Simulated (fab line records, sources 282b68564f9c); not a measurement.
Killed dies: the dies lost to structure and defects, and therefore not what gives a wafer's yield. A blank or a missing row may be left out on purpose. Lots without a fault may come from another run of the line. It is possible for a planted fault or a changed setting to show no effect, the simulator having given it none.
Problem report, 8D (eight disciplines) form, completed by code	flow rit cmos	the parts of the form that need people (team, actions taken, sign-off) are left out

## 1. PROBLEM STATEMENT
Across 9 wafers from 3 lots, FOX2_OXIDE_THK at RIT_FOX2_THK_MEAS_01 averages 387 nm, while fault-free wafers read 349 nm with a standard deviation of 7.8. Measured from the usual mean, that is +4.9 standard deviations.
First observed at day 4 13:07: wafer L677.4, on film metro-03. The record holds 42 wafers of 14 lots with a number at this step. By rule, "out" or "out of limits" means more than 4 standard deviations away from the usual mean. All remaining wafers that have a number are taken as sound.

## 2. WHAT IT IS; WHAT IT IS NOT
question	is	is not
which readings at this step	FOX2_OXIDE_THK	-
which lots	L677, L678, L681	L664, L665, L666, L669, L671, L672, L673, L682, L683, L685, L687
which wafers of those lots	all that have a number	-
read on which gauges	film metro-02, film metro-03	film metro-04
when	from day 4 13:07	up to then (21 sound wafers); but 12 sound wafers of L682, L683, L685, L687 came after

## 3. SUSPECTS, AND WHAT RULES EACH OUT
Counting: a tool at a process step up to the reading stays a suspect if it ran every lot that is out and no sound lot after the first of them.
- the gauge at RIT_FOX2_THK_MEAS_01: ruled out. The wafers that are out were read on 2 gauges (film metro-02, film metro-03).
- furnace-01 at RIT_FOX2_OXIDATION_00 (target thk 350.7 nm, ox time 1130 s): kept. Every lot that is out went through it, starting with L677 (day 4 11:47), and after that it ran no sound lot; the last sound lot it ran before then is L671 (day 3 05:07). Its own spike tc centre C, spike tc load C, spike tc source C, tube center temp C, tube_center_temp_C_max readings are out on those wafers.
Remaining after the count: furnace-01 at RIT_FOX2_OXIDATION_00.

## 4. THE CAUSE (what the simulator had put in)
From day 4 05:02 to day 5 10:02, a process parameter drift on furnace-01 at RIT_FOX2_OXIDATION_00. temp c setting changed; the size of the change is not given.
This tool alone remained once counting was done.

## 5. THE EFFECT CHAIN, in route order
Each row: a reading whose mean over the struck wafers that have a number lies more than 3 standard deviations from the usual. Only readings for which the record gives a usual standard deviation are gone through. hours: the time from each lot's start at the first step in this table that gives one to its start at this step, as a median over the lots. sigmas: the change in usual standard deviations.
hours	step	reading	usual	on struck wafers	change	sigmas
0	RIT_FOX2_OXIDATION_00	spike tc centre C	1103.3 C	1127.6	+24.3	+20
0	RIT_FOX2_OXIDATION_00	spike tc load C	1130.2 C	1156.5	+26.3	+22
0	RIT_FOX2_OXIDATION_00	spike tc source C	1123 C	1147	+24	+7.2
0	RIT_FOX2_OXIDATION_00	tube center temp C	1100 C	1125	+25	+99 or more
0	RIT_FOX2_OXIDATION_00	tube_center_temp_C_max	1102.8	1128.1	+25.3	+60
1	RIT_FOX2_THK_MEAS_01	FOX2_OXIDE_THK	349 nm	387	+38	+4.9
2	RIT_FOX2_THK_MEAS_90	FIELD_OXIDE_LEFT_1_THK	322 nm	360	+38	+4.8
16	RIT_FOX2_THK_MEAS_91	FIELD_OXIDE_LEFT_2_THK	254 nm	292	+38	+4.8
It contains these process steps:
- RIT_FOX2_OXIDATION_00: target thk 350.7 nm, ox time 1130 s.
Later steps that measure or inspect, where all struck wafers having a row at the step show a number for every such reading and not one has moved that far: RIT_PWELL_TW_MEAS_10, RIT_REOX_THK_MEAS_04.

## 6. WHAT WOULD HAVE CAUGHT IT SOONER
8 hours passed between the start of the fault at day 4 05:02 and the first reading out of limits at a measuring or inspecting step in this record, taken at day 4 13:07.
The tool's own readings at RIT_FOX2_OXIDATION_00 were out on every struck wafer that the step has a row for (spike tc centre C, spike tc load C, spike tc source C, tube center temp C, tube_center_temp_C_max): an alarm limit on them would have fired on the first of those.
L678, L681, from the lots that are out (3), started RIT_FOX2_OXIDATION_00 on furnace-01 later than day 4 13:07. A hold on the tool at that time would have spared those 2.
